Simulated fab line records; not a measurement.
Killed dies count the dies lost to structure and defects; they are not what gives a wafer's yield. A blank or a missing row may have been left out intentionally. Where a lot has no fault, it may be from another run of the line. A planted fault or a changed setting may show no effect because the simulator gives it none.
Which tool did it? + flow berkeley cmos170 + 13 lots with 39 wafers sampled at 6 steps, on a route of 331 steps

== WHAT EACH GAUGE READ, for each wafer ==
UCB170_M2_RS_MEAS_02: uses a four-point probe to measure.
| lot  | measured     | on            | M2_AL_RS (ohm/sq)    |
|------|--------------|---------------|----------------------|
| L239 | day 8 08:43  | film metro-04 | 0.0323 0.0320 0.0325 |
| L241 | day 8 20:36  | film metro-03 | 0.0325 0.0324 0.0321 |
| L240 | day 8 20:52  | film metro-04 | 0.0326 0.0327 0.0323 |
| L243 | day 8 21:08  | film metro-03 | 0.0321 0.0319 0.0320 |
| L242 | day 8 21:29  | film metro-02 | 0.0329 0.0326 0.0332 |
| L245 | day 9 09:08  | film metro-03 | 0.0318 0.0317 0.0319 |
| L244 | day 9 10:26  | film metro-04 | 0.0326 0.0320 0.0321 |
| L250 | day 10 21:49 | film metro-02 | 0.0321 0.0324 0.0322 |
| L255 | day 11 09:38 | film metro-04 | 0.0326 0.0318 0.0321 |
| L256 | day 11 18:38 | film metro-03 | 0.0324 0.0326 0.0325 |
| L258 | day 12 02:30 | film metro-02 | 0.0318 0.0319 0.0319 |
| L259 | day 12 03:38 | film metro-03 | 0.0324 0.0321 0.0323 |
| L261 | day 12 23:18 | film metro-04 | 0.0324 0.0324 0.0324 |

UCB170_V2_BOW_MEAS_03.
| lot  | measured     | on            | V2_BOW (um) |
|------|--------------|---------------|-------------|
| L239 | day 8 12:16  | film metro-02 | 40 40 41    |
| L241 | day 8 23:38  | film metro-02 | 43 34 33    |
| L240 | day 9 00:07  | film metro-02 | 39 31 37    |
| L243 | day 9 00:15  | film metro-04 | 37 41 45    |
| L242 | day 9 00:31  | film metro-01 | 38 39 43    |
| L245 | day 9 12:01  | film metro-04 | 30 33 26    |
| L244 | day 9 13:35  | film metro-01 | 36 38 37    |
| L250 | day 11 01:20 | film metro-01 | 51 34 41    |
| L255 | day 11 14:10 | film metro-02 | 47 35 39    |
| L256 | day 11 22:12 | film metro-01 | 41 30 34    |
| L258 | day 12 06:33 | film metro-01 | 44 34 28    |
| L259 | day 12 08:50 | film metro-04 | 39 32 42    |
| L261 | day 13 03:58 | film metro-01 | 38 38 43    |

UCB170_M3_RS_MEAS_02: uses a four-point probe to measure.
| lot  | measured     | on            | M3_AL_RS (ohm/sq)    |
|------|--------------|---------------|----------------------|
| L239 | day 8 14:50  | film metro-02 | 0.0323 0.0322 0.0322 |
| L241 | day 9 01:34  | film metro-03 | 0.0327 0.0324 0.0323 |
| L240 | day 9 02:17  | film metro-02 | 0.0323 0.0327 0.0322 |
| L243 | day 9 02:25  | film metro-01 | 0.0330 0.0327 0.0321 |
| L242 | day 9 02:35  | film metro-03 | 0.0321 0.0319 0.0319 |
| L245 | day 9 13:56  | film metro-02 | 0.0323 0.0327 0.0329 |
| L244 | day 9 16:46  | film metro-01 | 0.0321 0.0321 0.0325 |
| L250 | day 11 03:58 | film metro-02 | 0.0324 0.0327 0.0307 |
| L255 | day 11 16:12 | film metro-03 | 0.0303 0.0324 0.0325 |
| L256 | day 12 00:07 | film metro-02 | 0.0320 0.0319 0.0321 |
| L258 | day 12 09:31 | film metro-03 | 0.0319 0.0320 0.0316 |
| L259 | day 12 10:58 | film metro-02 | 0.0324 0.0322 0.0328 |
| L261 | day 13 05:54 | film metro-01 | 0.0326 0.0320 0.0325 |

UCB170_M3_THK_MEAS_03: measures by xrf.
| lot  | measured     | on            | M3_AL_THK (nm) |
|------|--------------|---------------|----------------|
| L239 | day 8 14:58  | film metro-02 | 897 902 905    |
| L241 | day 9 01:40  | film metro-03 | 893 894 897    |
| L240 | day 9 02:24  | film metro-02 | 895 884 894    |
| L243 | day 9 02:31  | film metro-01 | 884 895 912    |
| L242 | day 9 02:41  | film metro-03 | 905 909 908    |
| L245 | day 9 14:03  | film metro-02 | 890 884 880    |
| L244 | day 9 16:53  | film metro-01 | 908 905 899    |
| L250 | day 11 04:04 | film metro-02 | 897 886 932    |
| L255 | day 11 16:19 | film metro-03 | 939 890 886    |
| L256 | day 12 00:12 | film metro-02 | 904 899 900    |
| L258 | day 12 09:38 | film metro-03 | 913 908 923    |
| L259 | day 12 11:05 | film metro-02 | 885 896 877    |
| L261 | day 13 06:01 | film metro-01 | 897 906 897    |

== WHAT TOOL EACH LOT RAN ON (gives the tool, then ch and the chambers of the sampled wafers, and finally the start) ==
| lot  | UCB170_V1_ETCH_14                  | UCB170_M3_SPUTTER_01         |
|------|------------------------------------|------------------------------|
| L239 | rie diel-04 ch 0,1,2, day 8 08:10  | pvd sputter-01, day 8 14:46  |
| L241 | rie diel-04 ch 1,2,3, day 8 20:01  | pvd sputter-01, day 9 01:26  |
| L240 | rie diel-02 ch 2,3, day 8 20:17    | pvd sputter-04, day 9 02:11  |
| L243 | rie diel-01 ch 1,3, day 8 20:34    | pvd sputter-01, day 9 02:19  |
| L242 | rie diel-04 ch 0,1,2, day 8 20:54  | pvd sputter-04, day 9 02:28  |
| L245 | rie diel-01 ch 2,3, day 9 08:35    | pvd sputter-01, day 9 13:51  |
| L244 | rie diel-02 ch 0,1, day 9 09:53    | pvd sputter-02, day 9 16:41  |
| L250 | rie diel-04 ch 0,1,3, day 10 21:14 | pvd sputter-02, day 11 03:52 |
| L255 | rie diel-01 ch 0,1,3, day 11 09:05 | pvd sputter-02, day 11 16:07 |
| L256 | rie diel-04 ch 2,3, day 11 18:01   | pvd sputter-04, day 11 23:58 |
| L258 | rie diel-04 ch 0,2, day 12 01:57   | pvd sputter-04, day 12 09:26 |
| L259 | rie diel-04 ch 0,2, day 12 03:05   | pvd sputter-01, day 12 10:53 |
| L261 | rie diel-02 ch 0,1,2, day 12 22:44 | pvd sputter-01, day 13 05:48 |
- UCB170_V1_ETCH_14: etches SiO2 in CHF3/CF4/Ar, stops on Al, target depth 1250 nm, time 291 s.
- UCB170_M3_SPUTTER_01: material Al, target thk 900 nm, time 120 s.

== AS READ BY THE TOOLS THEMSELVES (means over the sampled wafers that have a number; for cases with no such wafer, the mark the record gives instead) ==
UCB170_V1_ETCH_14.
| lot  | tool        | drypump motor current A (A) | oes product au (a.u.) | rf fwd power W (W) | throttle valve pct (%) |
|------|-------------|-----------------------------|-----------------------|--------------------|------------------------|
| L239 | rie diel-04 | 5.44                        | 0.878                 | 704.0              | 7.02                   |
| L241 | rie diel-04 | 5.38                        | 0.871                 | 705.2              | 6.97                   |
| L240 | rie diel-02 | 5.45                        | 0.851                 | 704.3              | 6.93                   |
| L243 | rie diel-01 | 5.66                        | 0.859                 | 704.8              | 7.06                   |
| L242 | rie diel-04 | 5.45                        | 0.879                 | 705.2              | 7.03                   |
| L245 | rie diel-01 | 5.69                        | 0.860                 | 707.2              | 6.99                   |
| L244 | rie diel-02 | 5.60                        | 0.858                 | 706.7              | 6.94                   |
| L250 | rie diel-04 | 5.51                        | 0.875                 | 704.6              | 7.03                   |
| L255 | rie diel-01 | 5.60                        | 0.865                 | 706.2              | 6.98                   |
| L256 | rie diel-04 | 5.19                        | 0.876                 | 703.4              | 6.93                   |
| L258 | rie diel-04 | 5.23                        | 0.884                 | 705.2              | 6.97                   |
| L259 | rie diel-04 | 5.25                        | 0.885                 | 705.8              | 6.98                   |
| L261 | rie diel-02 | 5.42                        | 0.862                 | 704.6              | 6.98                   |

UCB170_M3_SPUTTER_01.
| lot  | tool           | chamber pressure pa (Pa) | throttle valve pct (%) |
|------|----------------|--------------------------|------------------------|
| L239 | pvd sputter-01 | 0.4995                   | 29.0                   |
| L241 | pvd sputter-01 | 0.5004                   | 29.5                   |
| L240 | pvd sputter-04 | 0.5010                   | 30.3                   |
| L243 | pvd sputter-01 | 0.4996                   | 29.4                   |
| L242 | pvd sputter-04 | 0.4996                   | 29.9                   |
| L245 | pvd sputter-01 | 0.5005                   | 29.1                   |
| L244 | pvd sputter-02 | 0.5000                   | 29.0                   |
| L250 | pvd sputter-02 | 0.4708                   | 30.3                   |
| L255 | pvd sputter-02 | 0.4699                   | 29.8                   |
| L256 | pvd sputter-04 | 0.5000                   | 30.5                   |
| L258 | pvd sputter-04 | 0.5003                   | 30.4                   |
| L259 | pvd sputter-01 | 0.5008                   | 29.4                   |
| L261 | pvd sputter-01 | 0.4999                   | 29.7                   |

== THE ANSWER, worked out from the rows above alone ==
Rule: the usual values come from the lots themselves. Put in order of their means at a reading, lots are off if they are a third of the lots or fewer, leave a main group of 4 or more, and stand apart from it by a gap of 3 or more times the standard deviation of the main group's means; of several such gaps the widest counts. The tables above print the reading to a certain number of digits; a main group whose means all agree to those digits is not used. Also off: a lot with no number at a reading for which 4 or more lots have one. All remaining lots with rows at the step are treated as sound. After the gauges, taken in route order, come the tools' own readings; for these a lot's mean is taken, as printed above. At the first step where some lot is off, the reading lying furthest off is the one used; lots without a number count as furthest.
Off: L250, L255, at UCB170_M3_SPUTTER_01 (chamber pressure pa). Mean 0.5001 Pa and standard deviation 0.00048 in the main group.
If a tool, at that step or one of the process steps before it, ran each lot that is off and ran no sound lot following the first of them, it fits. One candidate fits, namely pvd sputter-02 at UCB170_M3_SPUTTER_01. Its last sound lot is L244 (day 9 16:41), its first lot that is off L250 (day 11 03:52): a fault that began between those two fits.
On the lots that are off, the tool's own readings at UCB170_M3_SPUTTER_01 differ by more than 5 times the standard deviation of the sound lots' means, which bears it out; chamber pressure pa reads 0.4703 Pa there versus 0.5001 Pa on the sound lots.

== WHAT WAS PUT IN BY THE SIMULATOR ==
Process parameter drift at UCB170_M3_SPUTTER_01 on pvd sputter-02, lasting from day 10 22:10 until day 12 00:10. Setting chamber pressure pa, moved by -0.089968, from 0.5. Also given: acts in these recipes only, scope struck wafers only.
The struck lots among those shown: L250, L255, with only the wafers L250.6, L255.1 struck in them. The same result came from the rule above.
